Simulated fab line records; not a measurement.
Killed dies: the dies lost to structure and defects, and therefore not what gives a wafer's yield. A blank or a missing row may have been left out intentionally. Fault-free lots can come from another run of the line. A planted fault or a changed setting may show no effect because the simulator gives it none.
Comparing a struck lot with a sound one :: flow rit_cmos :: 18 out of 202 route steps
Sound: these wafers, L269.2, L269.3, L269.6. Struck: wafer L285.5. (L285.2, L285.6 of the same lot were not struck and are left out.) The cause comes at the end.
At each step with rows: each side's tool, then ch and its chambers, then its first start. Under that, the readings that differ: sound wafers :: struck wafers :: difference of the means :: sigmas: that difference in standard deviations of wafers without a fault.
alike: readings whose means differ by less than 2 such deviations, and words and numbers that are the same on both sides. not compared: withheld readings, readings that some wafer has no value for, bounds like >300 that may hide the same value, and numbers for which the record gives no deviation and whose values overlap.
Wherever a step has rows on one side only, a row that says differs or no value, or a row with sigmas, the two part there. Non-overlapping numbers with no deviation appear without sigmas and do not part them. A reading that every wafer of one side lacks parts them only if that side has two wafers or more.

RIT_M1_SPUTTER_00: material Al, target thk 400 nm, time 522.8 s.
  sound on pvd_sputter-02, day 4 08:37; struck on pvd_sputter-03, day 7 19:43
  alike: throttle_valve_pct
RIT_M1_RS_MEAS_01: measurement is done with a four-point probe.
  sound on film_metro-01, day 4 08:56; struck on film_metro-04, day 7 20:02
  alike: M1_AL_RS
RIT_M1_THK_MEAS_02: measures by xrf.
  sound on film_metro-01, day 4 09:02; struck on film_metro-04, day 7 20:09
  alike: M1_AL_THK
then, 6 steps without rows for these wafers: RIT_M1_HMDS_03 (prime time 60 s); RIT_M1_COAT_04 (resist thk 1300 nm); RIT_M1_SOFTBAKE_05 (time 60 s); RIT_M1_EXPOSE_06 (exposes mask M12, target cd 2600 nm); RIT_M1_PEB_07; RIT_M1_DEVELOP_08 (develop time 68 s).
RIT_M1_CD_MEAS_09 targets a cd of 2600 nm.
  sound on cd_sem-02, day 4 09:59; struck on cd_sem-01, day 7 21:18
  alike: cd_nm
RIT_M1_OVL_MEAS_10:
  sound on overlay-01, day 4 10:06; struck on overlay-02, day 7 21:25
  alike: M1_OVL
then, 1 step without rows for these wafers: RIT_M1_HARDBAKE_11 (time 120 s).
RIT_M1_METAL_ETCH_12: etches Al in Cl2/BCl3, stops on SiO2, time 165 s, target depth 600 nm.
  sound on rie_metal-03 ch 1, day 4 10:23; struck on rie_metal-01 ch 1, day 7 21:41
reading: oes_product_au (a.u.)
sound: 0.808 0.806 0.813
struck: 0.998
difference: +0.189
sigmas: +13

reading: run_length_s (s)
sound: 193.7 194.0 193.7
struck: 127.3
difference: -66.5
sigmas: -99 or more

reading: throttle_valve_pct (%)
sound: 8.39 8.36 8.39
struck: 8.03
difference: -0.35
sigmas: -2

reading: model.NOVOLAK_of_M1_COAT_04.thk_nm (nm)
sound: 800.5 801.7 803.6
struck: 933.3
difference: +131.4
sigmas: 

reading: model.M1.feature_depth_nm (nm)
sound: 450 450.9 453
struck: 362.3
difference: -89.0
sigmas: 

reading: model.etch.depth_nm (nm)
sound: 416.7 417.6 419.7
struck: 362.3
difference: -55.7
sigmas: 
  alike: drypump_motor_current_A
  not compared: rf_hours_counter_h
then, 1 step without rows for these wafers: RIT_M1_STRIP_13 (strips in nmp, time 600 s).
RIT_M1_STRIP_14: strips in O2, time 180 s.
  sound on plasma_asher-01 ch 0,1, day 4 10:43; struck on plasma_asher-03 ch 1, day 7 22:04
  alike: drypump_motor_current_A
  not compared: rf_hours_counter_h
RIT_M1_CD_MEAS_90 targets a cd of 2600 nm.
  sound on cd_sem-01, day 4 10:55; struck on cd_sem-01, day 7 22:16
reading: cd_nm (nm)
sound: 2599.9 2602.5 2598.6
struck: 2608.0
difference: +7.7
sigmas: +3
  not compared: hold
then, 1 step without rows for these wafers: RIT_M1_ANNEAL_15 (time 1877 s).
RIT_M1_PROBE_99:
  sound on prober-02, day 4 12:41; struck on prober-01, day 8 00:11
reading: hold
sound: - - -
struck: await_dispo/1.6h/release
difference: no value on the sound wafers
sigmas: 

reading: defect_limited_yield (%)
sound: 98.5 98.5 98.9
struck: 0
difference: -99
sigmas: -76

reading: killed_at_M0_to_M3
sound: 0 0 0
struck: 255
difference: +255
sigmas: +99 or more

reading: killed_dies
sound: 4 4 3
struck: 264
difference: +260
sigmas: +77

reading: killed_on_rim
sound: 0 0 0
struck: 70
difference: +70
sigmas: +50

reading: sort_bin_5_function (%)
sound: 1.1 0.8 0.8
struck: 98.5
difference: +97.6
sigmas: +99 or more

reading: sort_n_pass
sound: 260 260 261
struck: 0
difference: -260
sigmas: -77

reading: sort_yield_pct (%)
sound: 98.5 98.5 98.9
struck: 0
difference: -99
sigmas: -76
  alike: killed_at_front_end, killed_open, killed_short, sort_bin_3_pad_short, sort_bin_6_memory

## WHERE THEY PART
First at RIT_M1_METAL_ETCH_12; last, within this record, at RIT_M1_PROBE_99.

WHY: whatever the simulator had introduced
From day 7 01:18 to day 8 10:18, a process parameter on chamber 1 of rie_metal-01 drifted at RIT_M1_METAL_ETCH_12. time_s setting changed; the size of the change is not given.
